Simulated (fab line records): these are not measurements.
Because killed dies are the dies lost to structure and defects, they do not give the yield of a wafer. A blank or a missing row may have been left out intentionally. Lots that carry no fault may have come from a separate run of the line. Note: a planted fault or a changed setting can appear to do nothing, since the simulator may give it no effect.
Split-lot experiment / flow ritCmos / 5 lots, 23 wafers read, on a route of 202 steps

ON THE SPLIT
At RIT_GATE_CVD_08 (deposits poly-Si from SiH4, target thk 250 nm, time 2220 s), the setting timeS was moved away from the recipe's 2220 s on 15 of the 23 wafers read, by -11.4% to +12.8%. For the rest of the wafers, this setting stayed at what the recipe calls for.

SPLIT TO READING: what lies between them in the file, 1 step
- RIT_GATE_THK_MEAS_09

THE READING
oesProductAu, in a.u., at RIT_GATE_ETCH_19 (etches poly-Si in SF6/CHF3/O2, stops on SiO2, time 165 s, target depth 312.5 nm). Typical for fault-free wafers on this fab line: 0.854 a.u., with standard deviation 0.013 a.u.

wafer=L076.1; tool, chamber at the split=-, -; timeS as run, s=2220; against the recipe=recipe; oesProductAu, a.u.=0.874; against lot-mates on the recipe=-
wafer=L076.2; tool, chamber at the split=-, -; timeS as run, s=2220; against the recipe=recipe; oesProductAu, a.u.=0.843; against lot-mates on the recipe=-
wafer=L076.3; tool, chamber at the split=-, -; timeS as run, s=2220; against the recipe=recipe; oesProductAu, a.u.=0.869; against lot-mates on the recipe=-
wafer=L076.4; tool, chamber at the split=-, -; timeS as run, s=2220; against the recipe=recipe; oesProductAu, a.u.=0.868; against lot-mates on the recipe=-
wafer=L076.5; tool, chamber at the split=-, -; timeS as run, s=2220; against the recipe=recipe; oesProductAu, a.u.=0.847; against lot-mates on the recipe=-
wafer=L080.1; tool, chamber at the split=-, -; timeS as run, s=1968; against the recipe=-11.4%; oesProductAu, a.u.=0.798; against lot-mates on the recipe=no lot-mate on the recipe
wafer=L080.2; tool, chamber at the split=-, -; timeS as run, s=1968; against the recipe=-11.4%; oesProductAu, a.u.=0.788; against lot-mates on the recipe=no lot-mate on the recipe
wafer=L080.3; tool, chamber at the split=-, -; timeS as run, s=1968; against the recipe=-11.4%; oesProductAu, a.u.=0.780; against lot-mates on the recipe=no lot-mate on the recipe
wafer=L080.4; tool, chamber at the split=-, -; timeS as run, s=1968; against the recipe=-11.4%; oesProductAu, a.u.=0.785; against lot-mates on the recipe=no lot-mate on the recipe
wafer=L080.6; tool, chamber at the split=-, -; timeS as run, s=1968; against the recipe=-11.4%; oesProductAu, a.u.=0.802; against lot-mates on the recipe=no lot-mate on the recipe
wafer=L082.1; tool, chamber at the split=lpcvd-01, 1; timeS as run, s=2220; against the recipe=recipe; oesProductAu, a.u.=0.845; against lot-mates on the recipe=-
wafer=L082.2; tool, chamber at the split=lpcvd-01, 1; timeS as run, s=2220; against the recipe=recipe; oesProductAu, a.u.=0.867; against lot-mates on the recipe=-
wafer=L082.6; tool, chamber at the split=lpcvd-01, 1; timeS as run, s=2220; against the recipe=recipe; oesProductAu, a.u.=0.862; against lot-mates on the recipe=-
wafer=L083.1; tool, chamber at the split=-, -; timeS as run, s=2504; against the recipe=+12.8%; oesProductAu, a.u.=0.908; against lot-mates on the recipe=no lot-mate on the recipe
wafer=L083.2; tool, chamber at the split=-, -; timeS as run, s=2504; against the recipe=+12.8%; oesProductAu, a.u.=0.923; against lot-mates on the recipe=no lot-mate on the recipe
wafer=L083.4; tool, chamber at the split=-, -; timeS as run, s=2504; against the recipe=+12.8%; oesProductAu, a.u.=0.951; against lot-mates on the recipe=no lot-mate on the recipe
wafer=L083.5; tool, chamber at the split=-, -; timeS as run, s=2504; against the recipe=+12.8%; oesProductAu, a.u.=0.922; against lot-mates on the recipe=no lot-mate on the recipe
wafer=L083.6; tool, chamber at the split=-, -; timeS as run, s=2504; against the recipe=+12.8%; oesProductAu, a.u.=0.933; against lot-mates on the recipe=no lot-mate on the recipe
wafer=L084.1; tool, chamber at the split=-, -; timeS as run, s=2105; against the recipe=-5.2%; oesProductAu, a.u.=0.842; against lot-mates on the recipe=no lot-mate on the recipe
wafer=L084.2; tool, chamber at the split=-, -; timeS as run, s=2105; against the recipe=-5.2%; oesProductAu, a.u.=0.812; against lot-mates on the recipe=no lot-mate on the recipe
wafer=L084.3; tool, chamber at the split=-, -; timeS as run, s=2105; against the recipe=-5.2%; oesProductAu, a.u.=0.835; against lot-mates on the recipe=no lot-mate on the recipe
wafer=L084.4; tool, chamber at the split=-, -; timeS as run, s=2105; against the recipe=-5.2%; oesProductAu, a.u.=0.827; against lot-mates on the recipe=no lot-mate on the recipe
wafer=L084.5; tool, chamber at the split=-, -; timeS as run, s=2105; against the recipe=-5.2%; oesProductAu, a.u.=0.819; against lot-mates on the recipe=no lot-mate on the recipe

FIT RESULTS
A straight line over all 23 wafers: oesProductAu changes by +0.00566 a.u. for each +1% of timeS; r = +0.97; the points scatter about the line by 0.012 a.u.
Too few moved wafers with a lot-mate on the recipe to fit a line net of each lot's own level.

THE WHOLE CHAIN: every reading that the file lists as answering this split, in the file's order
step=RIT_GATE_CVD_08; what it does=deposits poly-Si from SiH4, target thk 250 nm, time 2220 s; reading=poly-Si_of_GATE_CVD_08.thkNm (the simulator's own value, which no gauge read); change (the file's fit)=+2.69 nm for each +1% of the setting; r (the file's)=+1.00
step=RIT_GATE_THK_MEAS_09; what it does=; reading=GATE_POLY_THK; change (the file's fit)=+2.69 for each +1% of the setting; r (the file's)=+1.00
step=RIT_GATE_ETCH_19; what it does=etches poly-Si in SF6/CHF3/O2, stops on SiO2, time 165 s, target depth 312.5 nm; reading=oesProductAu; change (the file's fit)=+0.00566 a.u. for each +1% of the setting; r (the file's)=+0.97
step=RIT_GATE_ETCH_19; what it does=etches poly-Si in SF6/CHF3/O2, stops on SiO2, time 165 s, target depth 312.5 nm; reading=GATE.featureDepthNm (the simulator's own value, which no gauge read); change (the file's fit)=+2.69 nm for each +1% of the setting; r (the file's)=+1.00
step=RIT_GATE_ETCH_19; what it does=etches poly-Si in SF6/CHF3/O2, stops on SiO2, time 165 s, target depth 312.5 nm; reading=etch.depthNm (the simulator's own value, which no gauge read); change (the file's fit)=+2.69 nm for each +1% of the setting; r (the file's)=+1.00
step=RIT_REOX_OXIDATION_03; what it does=target thk 25.2 nm, ox time 5580 s; reading=poly-Si_of_GATE_CVD_08.thkNm (the simulator's own value, which no gauge read); change (the file's fit)=+2.64 nm for each +1% of the setting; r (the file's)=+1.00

FILE'S OWN FIT
oesProductAu changes by +0.00566 a.u. for each +1% of timeS, r = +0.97.
